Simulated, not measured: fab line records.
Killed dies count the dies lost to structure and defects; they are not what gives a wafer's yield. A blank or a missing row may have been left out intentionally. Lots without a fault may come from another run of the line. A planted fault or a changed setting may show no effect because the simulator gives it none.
Struck lot and sound lot, side by side :: flow ritCmos :: 18 out of 202 route steps
Sound: wafers L241.1, L241.2, L241.4. The struck wafers were L234.2, L234.3, L234.4. The cause is given at the end.
For every step that has rows: the tool of each side, followed by ch and its chambers, followed by its first start. Under that, the readings that differ: sound wafers :: struck wafers :: difference of the means :: sigmas: that difference in standard deviations of wafers without a fault.
alike: a reading whose means differ by less than 2 such deviations, as well as words and numbers matching on both sides. not compared: withheld readings; readings where some wafer has no value; bounds like >300 that might hide an equal value; numbers whose values overlap and for which the record gives no deviation.
Wherever a step has rows on one side only, a row that says differs or no value, or a row with sigmas, the two part there. When numbers do not overlap yet have no deviation, they are printed without sigmas and do not part them. Lack of a reading on every wafer of one side parts them only where that side has two or more wafers.

first, 5 steps without rows for these wafers: RIT_NLDD_COAT_01 (resist thk 1000 nm); RIT_NLDD_SOFTBAKE_02 (time 60 s); RIT_NLDD_EXPOSE_03 (exposes mask M7, target cd 40700 nm); RIT_NLDD_PEB_04; RIT_NLDD_DEVELOP_05 (develop time 50 s).
RIT_NLDD_OVL_MEAS_06:
  sound: overlay-02 at day 7 04:59; struck: overlay-02 at day 5 15:02
  alike: NLDD_OVL
then, 2 steps without rows for these wafers: RIT_NLDD_HARDBAKE_07 (time 60 s); RIT_NLDD_IMPLANT_08.
RIT_NLDD_STRIP_09: strips in O2, time 180 s.
  sound on plasmaAsher-02 ch 0,1, day 7 05:40; struck on plasmaAsher-02 ch 0,1, day 5 15:22
  alike: drypumpMotorCurrentA
  not compared: rfHoursCounterH
RIT_NLDD_TW_MEAS_10:
  sound: filmMetro-04 at day 7 05:50; struck: filmMetro-02 at day 5 15:33
  alike: NLDD_TW
then, 2 steps without rows for these wafers: RIT_PLDD_HMDS_00 (prime time 60 s); RIT_PLDD_COAT_01 (resist thk 1000 nm).
RIT_PLDD_SOFTBAKE_02: time 60 s.
  sound on lithoTrack-02 ch 0, day 7 06:12; struck on lithoTrack-01 ch 0, day 5 15:56
reading: heaterPowerTotalW (W)
sound: 34.55 34.53 34.53
struck: 32.72 32.79 32.71
difference: -1.80
sigmas: -38

reading: plateTempC (C)
sound: 89.86 89.89 89.82
struck: 86.54 86.58 86.60
difference: -3.28
sigmas: -23
  alike: exhaustPa
then, 2 steps without rows for these wafers: RIT_PLDD_EXPOSE_03 (exposes mask M8, target cd 40900 nm); RIT_PLDD_PEB_04.
RIT_PLDD_DEVELOP_05: develop time 50 s.
  sound on lithoTrack-02 ch 0; struck on lithoTrack-02 ch 0
reading: developerTempC (C)
sound: 23.04 22.92 23.00
struck: 23.21 23.28 23.24
difference: +0.26
sigmas: +2

reading: model.NOVOLAK_of_PLDD_COAT_01.thkNm (nm)
sound: 1010 1007 1009
struck: 1017 1017 1021
difference: +10
sigmas: 
  alike: exhaustPa
RIT_PLDD_OVL_MEAS_06:
  sound: overlay-01 at day 7 06:53; struck: overlay-02 at day 5 16:28
reading: PLDD_OVL (nm)
sound: -0.8 0.6 0.9
struck: -2.8 -3.7 -3.6
difference: -3.6
sigmas: -2
RIT_M1_PROBE_99:
  sound: prober-02 at day 8 04:40; struck: prober-01 at day 6 06:54
reading: killed_at_M0_to_M3
sound: 0 0 0
struck: 0 0 1
difference: +0
sigmas: +3

reading: killedOpen
sound: 8 6 8
struck: 1 4 4
difference: -4
sigmas: -2
  alike: killedAtFrontEnd, killedDies, killedShort

## WHERE THEY PART
At RIT_PLDD_SOFTBAKE_02 first; at RIT_M1_PROBE_99 last (within this record only).

WHY: what the simulator had put in
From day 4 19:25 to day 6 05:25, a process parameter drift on lithoTrack-01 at RIT_PLDD_SOFTBAKE_02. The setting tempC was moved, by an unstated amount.
